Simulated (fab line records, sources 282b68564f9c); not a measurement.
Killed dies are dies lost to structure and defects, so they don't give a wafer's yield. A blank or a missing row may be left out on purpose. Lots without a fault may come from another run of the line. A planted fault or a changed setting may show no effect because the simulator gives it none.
A struck lot beside a sound one | flow rit_cmos | 18 steps out of a route of 202
Sound: wafers L622.2, L622.5, L622.6. Struck: wafers L636.2, L636.4, L636.6. The cause comes at the end.
At each step with rows: each side's tool, then ch and its chambers, then its first start. Under that, the readings that differ: sound wafers | struck wafers | difference of the means | sigmas: that difference in standard deviations of wafers without a fault.
alike: readings whose means differ by less than 2 such deviations, and words and numbers that are the same on both sides. not compared: withheld readings, readings that some wafer has no value for, bounds like >300 that may hide the same value, and numbers for which the record gives no deviation and whose values overlap.
The two part at a step that has a row with sigmas, a row that says differs or no value, or rows on one side only. Numbers that don't overlap but have no deviation are shown without sigmas and don't part them. A reading that every wafer of one side lacks parts them only if that side has two wafers or more.

first, 2 steps without rows for these wafers: RIT_ACTIVE_CLEAN_17 (cleans in SC2, time 600 s); RIT_FOX1_OXIDATION_00 (target thk 350.7 nm, ox time 1130 s).
RIT_FOX1_THK_MEAS_01:
  sound on film_metro-04, day 1 23:34; struck on film_metro-03, day 4 22:56
  alike: FOX1_OXIDE_THK
then, 2 steps without rows for these wafers: RIT_FOX1_WET_ETCH_02 (etches SiO2 in BOE, target depth 350 nm, time 390 s); RIT_FOX2_OXIDATION_00 (target thk 350.7 nm, ox time 1130 s).
RIT_FOX2_THK_MEAS_01:
  sound on film_metro-04, day 2 01:28; struck on film_metro-03, day 5 02:23
  reading             | sound       | struck      | difference | sigmas
  FOX2_OXIDE_THK (nm) | 344 341 343 | 361 354 360 | +16        | +2
then, 2 steps without rows for these wafers: RIT_FOX2_CLEAN_02 (cleans in dHF, time 180 s); RIT_FOX2_WET_ETCH_03 (etches Si3N4 in H3PO4, target depth 195 nm, time 2700 s).
RIT_FOX2_THK_MEAS_90:
  sound on film_metro-02, day 2 02:20; struck on film_metro-04, day 5 03:19
  reading                     | sound       | struck      | difference | sigmas
  FIELD_OXIDE_LEFT_1_THK (nm) | 317 314 315 | 334 326 332 | +15        | +2
then, 3 steps without rows for these wafers: RIT_NWELL_HMDS_00 (prime time 60 s); RIT_NWELL_COAT_01 (resist thk 1300 nm); RIT_NWELL_SOFTBAKE_02 (time 60 s).
RIT_NWELL_EXPOSE_03: exposes mask M2, target cd 43900 nm.
  sound on iline_stepper-02 ch 0, day 2 02:51; struck on iline_stepper-01 ch 0, day 5 04:02
  reading                       | sound                | struck            | difference | sigmas
  model.NWELL.overlay_x_nm (nm) | 0.3779 0.3779 0.3779 | 3.326 3.326 3.326 | +2.948     |
  alike: mask
then, 2 steps without rows for these wafers: RIT_NWELL_PEB_04; RIT_NWELL_DEVELOP_05 (develop time 68 s).
RIT_NWELL_OVL_MEAS_06:
  sound on overlay-02, day 2 03:16; struck on overlay-02, day 5 04:27
  reading        | sound        | struck      | difference | sigmas
  NWELL_OVL (nm) | -0.4 0.5 0.6 | 2.7 3.1 2.6 | +2.6       | +2
then, 1 step without rows for these wafers: RIT_NWELL_HARDBAKE_07 (time 120 s).
RIT_M1_PROBE_99:
  sound on prober-01, day 3 23:59; struck on prober-02, day 6 20:07
  alike: killed_at_front_end, killed_dies, killed_on_rim, killed_open, killed_short

WHERE THEY PART
First at RIT_FOX2_THK_MEAS_01; last, within this record, at RIT_NWELL_OVL_MEAS_06. Later steps at which nothing parts them and some readings are alike: RIT_M1_PROBE_99.

WHY: what the simulator had put in
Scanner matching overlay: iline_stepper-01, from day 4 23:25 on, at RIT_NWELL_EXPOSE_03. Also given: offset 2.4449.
